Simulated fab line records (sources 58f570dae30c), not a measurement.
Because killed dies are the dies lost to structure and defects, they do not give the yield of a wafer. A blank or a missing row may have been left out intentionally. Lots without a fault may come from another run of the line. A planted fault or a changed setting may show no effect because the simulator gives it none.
2 desks, one fault / flow berkeley-cmos170 / each desk has only its own numbers; what lay behind them comes last

== THE METROLOGY DESK ==
Means of the sampled wafers that have a number, per lot and without regard to the tool the lot ran on: this is what the gauges read. A lot is out of limits, marked OUT, if its mean lies more than 4 standard deviations from the usual mean; the brackets give that distance.
Columns: A = GATE_POLY_THK at UCB170_GATE_THK_MEAS_05, usual 213.5 nm; B = V2_BOW at UCB170_V2_BOW_MEAS_03, usual 36 um
lot=L589; first seen here=day 6 22:59; A=216.6; B=36
lot=L592; first seen here=day 7 05:17; A=211.6; B=38
lot=L593; first seen here=day 7 05:19; A=211.7; B=35
lot=L590; first seen here=day 7 05:20; A=211.6; B=32
lot=L596; first seen here=day 8 03:20; A=215.1; B=36
lot=L598; first seen here=day 8 13:56; A=213.3; B=32
lot=L599; first seen here=day 9 12:37; A=211.3; B=38
lot=L604; first seen here=day 10 00:29; A=212.8; B=30
lot=L603; first seen here=day 10 00:31; A=215.1; B=35
lot=L607; first seen here=day 10 12:40; A=214.1; B=-
lot=L609; first seen here=day 10 20:54; A=213.3; B=-
lot=L608; first seen here=day 10 20:55; A=214.5; B=-
lot=L610; first seen here=day 11 11:02; A=211.1; B=40
lot=L611; first seen here=day 11 11:02; A=209.7; B=36
lot=L612; first seen here=day 11 22:08; A=213.3; B=35
This desk's finding: nothing out of limits on any of the 15 lots.

== TOOL OWNER'S DESK, litho-track-02 ==
The tool's own readings at UCB170_V1_DEVELOP_11 (develop time 45 s): means of the sampled wafers that have a number, for each lot that ran on this tool. A lot is out of limits, marked OUT, if its mean lies more than 4 standard deviations from the usual mean; the brackets give that distance.
Columns: A = chill-plate-temp-C at UCB170_V1_DEVELOP_11, usual 23.00 C; B = developer-temp-C at UCB170_V1_DEVELOP_11, usual 21.03 C; C = exhaust-pa at UCB170_V1_DEVELOP_11, usual 44.9 Pa
lot=L590; first seen here=day 8 09:00; A=22.94; B=21.14; C=44.9
lot=L598; first seen here=day 9 22:00; A=23.12; B=20.97; C=46.3
lot=L611; first seen here=day 12 15:00; A=23.08; B=21.06; C=43.8
lot=L610; first seen here=day 12 17:00; A=23.10; B=20.90; C=45.0
This desk's finding: nothing out of limits on any of the 4 lots.

== BROUGHT TOGETHER ==
The metrology desk saw nothing out of limits.
The desk of the tool owner found nothing out of limits.

== WHAT THE SIMULATOR PUT IN ==
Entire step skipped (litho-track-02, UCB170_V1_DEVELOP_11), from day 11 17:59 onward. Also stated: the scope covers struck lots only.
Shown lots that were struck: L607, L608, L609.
